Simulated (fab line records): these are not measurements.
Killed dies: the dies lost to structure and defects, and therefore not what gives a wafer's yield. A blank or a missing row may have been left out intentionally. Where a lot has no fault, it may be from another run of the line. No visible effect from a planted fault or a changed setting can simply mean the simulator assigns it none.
Matching of chambers :: flow berkeley-cmos170 :: cmp-02 running UCB170_V1_CMP_02: 4 sister chambers
The step polishes SiO2. 4 wafers are shown with their chamber, then 7 later ones without.

## WAFERS WITH THEIR CHAMBER
wafer: L678.2
chamber: 2
motor-current-A (A): 15.8

wafer: L678.4
chamber: 0
motor-current-A (A): 15.1

wafer: L682.1
chamber: 3
motor-current-A (A): 18.2

wafer: L682.4
chamber: 1
motor-current-A (A): 18.3

## WAFERS WITH NO CHAMBER GIVEN
wafer: L682.6
motor-current-A (A): 16.4

wafer: L685.2
motor-current-A (A): 16.2

wafer: L685.3
motor-current-A (A): 15.6

wafer: L685.4
motor-current-A (A): 17.9

wafer: L690.1
motor-current-A (A): 16.1

wafer: L690.5
motor-current-A (A): 17.9

wafer: L690.6
motor-current-A (A): 16.1

## EACH ONE'S CHAMBER
wafer: L682.6
from the rows above: can't be placed: 2 or 0
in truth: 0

wafer: L685.2
from the rows above: can't be placed: 2 or 0
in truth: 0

wafer: L685.3
from the rows above: can't be placed: 2 or 0
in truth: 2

wafer: L685.4
from the rows above: can't be placed: 3 or 1
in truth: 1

wafer: L690.1
from the rows above: can't be placed: 2 or 0
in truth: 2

wafer: L690.5
from the rows above: can't be placed: 3 or 1
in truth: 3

wafer: L690.6
from the rows above: can't be placed: 2 or 0
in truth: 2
Placed correctly: 0 of 7. Unplaceable from these rows: 7, with the true chamber sitting among the candidates in 7. Number placed wrongly: 0.
How it was worked out, from the rows above alone: a wafer's distance from a chamber is the root of the sum, over the readings, of the square of ((its reading less the chamber's mean) divided by the reading's scatter). If the next closest chamber is less than 2 further off than the closest, the wafer can't be placed; otherwise it belongs to the closest. Each chamber's mean is taken over the wafers shown for it. The scatter (one wafer shown for each chamber): square how far every hidden wafer sits from the nearest shown wafer, average those squares and take the square root.
